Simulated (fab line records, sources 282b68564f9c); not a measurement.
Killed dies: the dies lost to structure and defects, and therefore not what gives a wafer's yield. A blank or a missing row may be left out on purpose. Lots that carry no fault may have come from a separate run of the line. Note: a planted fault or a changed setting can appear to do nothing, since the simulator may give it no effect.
fab line records	flow ritCmos
record lots=6	wafers=18	lastDay=5
route steps=202 shown ACTIVE@1 M1@202
lots with no fault: from the same line, run without faults
startH: the number of hours between the record's first day and the start of the first shown wafer of the lot	waitH: hours from the lot's prior step to this one	" identical to the entry in the row above	L1.1+2: a single row standing in for several wafers	- no value, or no start given	* or withheld: withheld	< > ~ a bound
route shown NAME@n: NAME is a module with steps in the file, n the number in the route of the first one	usual: mean and standard deviation over wafers with no fault	same: alike in all rows	chamber/n: place in a boat	sites: each site's reading	_std_site: standard deviation of those values	_edge_site: inner sites' mean taken away from outer sites' mean	radiusMm: how far each site lies from the wafer's centre	mask NAME#n: copy n	behind: the tool/chamber that last shaped the wafer	hold: why the lot went on hold/how many hours it stayed there/how the hold came to an end	device: transistor that didn't switch, given as n, p or np	end of line: the tests these same wafers got at the end of their route	a step without rows: its recipe alone	killed: dies that structure and defects cost at the first sort, which is not the same as the wafer's yield	map: shows each die of a wafer: x if killed, . if not, _ if none is there
set.NAME: the setting that was run; set.NAME@STEP: the one run at that earlier step	model.NAME: the simulator's own value behind a step, which no gauge read
lots at some steps of the route; a table a step, a row a wafer
services: the hour from which a tool's chamber was out of use, counted from the record's first day as startH (under 0 if before that day), plus the number of hours and why
## steps
# step RIT_ACTIVE_BOW_MEAS_00
# recipe mode=bow
# usual INCOMING_BOW=0/6.2
lot.wafer	tool	chamber	startH	waitH	INCOMING_BOW[um]
L968.2	filmMetro-04	-	10.02	-	11
L968.3	"	-	"	"	4
L968.6	"	-	"	"	-12
L969.2	filmMetro-04	-	15.02	-	-6
L969.4	"	-	"	"	-1
L969.5	"	-	"	"	1
L970.3	filmMetro-04	-	20.04	-	-1
L970.5	"	-	"	"	0
L970.6	"	-	"	"	5
L978.1	filmMetro-01	-	60.00	-	1
L978.5	"	-	"	"	-4
L978.6	"	-	"	"	-1
L983.2	filmMetro-01	-	85.02	-	8
L983.3	"	-	"	"	-17
L983.6	"	-	"	"	-1
L990.2	filmMetro-01	-	120.02	-	6
L990.5	"	-	"	"	-4
L990.6	"	-	"	"	-18
# step RIT_ACTIVE_OXIDATION_01
# recipe tempC=1007	ambient=O2	targetThkA=468	oxTimeS=3360
# step RIT_ACTIVE_THK_MEAS_02
# recipe reads=SiO2_of_ACTIVE_OXIDATION_01
# usual ACTIVE_OXIDE_THK=50.1/0.85
lot.wafer	tool	chamber	startH	waitH	ACTIVE_OXIDE_THK[nm]
L968.2	filmMetro-01	-	13.68	0.0	48.9
L968.3	"	-	"	"	49.6
L968.6	"	-	"	"	48.9
L969.2	filmMetro-03	-	17.06	0.0	49.5
L969.4	"	-	"	"	50.5
L969.5	"	-	"	"	49.6
L970.3	filmMetro-03	-	22.18	0.0	51.2
L970.5	"	-	"	"	50.1
L970.6	"	-	"	"	50.1
L978.1	filmMetro-04	-	62.20	0.0	49.3
L978.5	"	-	"	"	48.5
L978.6	"	-	"	"	49.4
L983.2	filmMetro-01	-	87.74	0.0	49.9
L983.3	"	-	"	"	50.1
L983.6	"	-	"	"	49.4
L990.2	filmMetro-04	-	124.16	0.0	50.2
L990.5	"	-	"	"	49.3
L990.6	"	-	"	"	49.0
# step RIT_ACTIVE_CVD_03
# recipe material=Si3N4	targetThkNm=150	tempC=810	precursor=SiH2Cl2/NH3	timeS=1500	pressureMtorr=300	sih2cl2FlowSccm=60	nh3FlowSccm=150
lot.wafer	tool	chamber	startH	waitH
L968.2+3+6	lpcvd-02	1	13.73	0.0
L969.2+4+5	lpcvd-01	1	17.11	0.0
L970.3+5+6	lpcvd-01	0	22.22	0.0
L978.1+5+6	lpcvd-01	1	62.51	0.3
L983.2+3+6	lpcvd-02	0	87.79	0.0
L983.2+3+6	lpcvd-02	0	90.08	0.2
L990.2+5+6	lpcvd-01	0	124.21	0.0
L990.2+5+6	lpcvd-01	0	125.79	0.2
# step RIT_ACTIVE_THK_MEAS_04
# recipe reads=Si3N4_of_ACTIVE_CVD_03
# usual ACTIVE_NITRIDE_THK=149.9/1.5
lot.wafer	tool	chamber	startH	waitH	ACTIVE_NITRIDE_THK[nm]
L968.2	filmMetro-01	-	15.16	0.0	148.7
L968.3	"	-	"	"	148.5
L968.6	"	-	"	"	147.0
L969.2	filmMetro-03	-	18.54	0.0	150.7
L969.4	"	-	"	"	151.2
L969.5	"	-	"	"	150.3
L970.3	filmMetro-01	-	23.66	0.0	153.3
L970.5	"	-	"	"	152.7
L970.6	"	-	"	"	153.8
L978.1	filmMetro-03	-	63.93	0.0	150.8
L978.5	"	-	"	"	151.7
L978.6	"	-	"	"	151.4
L983.2	filmMetro-04	-	92.28	0.1	296.3
L983.3	"	-	"	"	296.7
L983.6	"	-	"	"	297.0
L983.2	filmMetro-04	-	92.51	0.2	296.2
L983.3	"	-	"	"	296.9
L983.6	"	-	"	"	297.7
L990.2	filmMetro-01	-	127.22	0.0	302.2
L990.5	"	-	"	"	302.1
L990.6	"	-	"	"	302.6
L990.2	filmMetro-01	-	127.45	0.2	302.6
L990.5	"	-	"	"	302.2
L990.6	"	-	"	"	302.3
# step RIT_M1_PROBE_99
# usual defectLimitedYield=97.5/1	killedAtContacts=0.1/0.34	killedAtFrontEnd=6.6/2.7	killedDies=6.7/2.7	killedOpen=3.5/1.9	killedShort=3.1/1.8	sort_bin_3_pad_short=0.1/0.2	sort_bin_5_function=1.5/0.74	sort_bin_6_memory=0.9/0.57	sortNPass=257.3/2.7	sortYieldPct=97.5/1
# same grossDies=264	killed_at_M0_to_M3=0	killed_at_M4_up=0	killedAtBackSide=0	killedAtOther=0
lot.wafer	tool	chamber	startH	waitH	defectLimitedYield[%]	killedAtContacts	killedAtFrontEnd	killedDies	killedOpen	killedShort	sort_bin_3_pad_short[%]	sort_bin_5_function[%]	sort_bin_6_memory[%]	sortNPass	sortYieldPct[%]
L969.2	prober-02	-	64.37	0.1	96.6	0	9	9	8	1	0	1.9	1.5	255.0	96.6
L969.4	prober-02	-	64.47	0.2	98.9	0	3	3	0	3	0.4	0.4	0.4	261.0	98.9
L969.5	prober-02	-	64.52	0.2	97.0	0	8	8	5	3	0	1.9	1.1	256.0	97.0
L978.1	prober-01	-	114.95	0.1	94.7	0	14	14	7	7	0.4	3.8	1.1	250.0	94.7
L978.5	prober-01	-	115.15	0.2	97.0	0	8	8	0	8	0.8	1.5	0.8	256.0	97.0
L978.6	prober-01	-	115.20	0.2	98.1	0	5	5	5	0	0	0.8	1.1	259.0	98.1
# killed by level:class
L969.2 GATE:geometricParticle:open=4 ACTIVE:geometricParticle:open=1 FOX1:geometricParticle:open=1 FOX2:geometricParticle:open=1 REOX:geometricParticle:open=1 SPACER:geometricParticle:short=1
L969.4 SPACER:geometricParticle:short=3
L969.5 GATE:geometricParticle:short=2 SPACER:geometricParticle:open=2 FOX2:geometricParticle:open=1 GATE:geometricParticle:open=1 REOX:geometricParticle:open=1 REOX:geometricParticle:short=1
L978.1 GATE:geometricParticle:short=5 GATE:geometricParticle:open=4 FOX2:geometricParticle:short=1 REOX:geometricParticle:open=1 SPACER:geometricParticle:short=1 SPACER:geometricParticle:open=1 SILICIDE:geometricParticle:open=1
L978.5 SILICIDE:geometricParticle:short=4 GATE:geometricParticle:short=2 FOX2:geometricParticle:short=1 SPACER:geometricParticle:short=1
L978.6 GATE:geometricParticle:open=2 REOX:geometricParticle:open=1 SPACER:geometricParticle:open=1 SILICIDE:geometricParticle:open=1
## services
tool	chamber	startH	hours	kind
lpcvd-01	-	20.01	0.7	repair
lpcvd-02	-	35.14	2.6	repair
lpcvd-02	-	53.26	6.0	pm
## key
firstSign step=RIT_ACTIVE_CVD_03	reading=visit	direction=added
effect step=RIT_ACTIVE_THK_MEAS_04	reading=visit	direction=added
effect step=RIT_ACTIVE_THK_MEAS_04	reading=ACTIVE_NITRIDE_THK	direction=up	sigmas=97	usual=149.9	struck=299.5
metAt RIT_ACTIVE_CVD_03
struckWafers L983.2,L983.3,L983.6,L990.2,L990.5,L990.6
scrappedBehind RIT_ACTIVE_THK_MEAS_04 L983.2,L983.3,L983.6,L990.2,L990.5,L990.6
fault kind=repeatedStepWhole	tool=lpcvd-01,lpcvd-02	chamber=-	onsetH=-	steps=RIT_ACTIVE_CVD_03	times=1	scope=struckLotsOnly
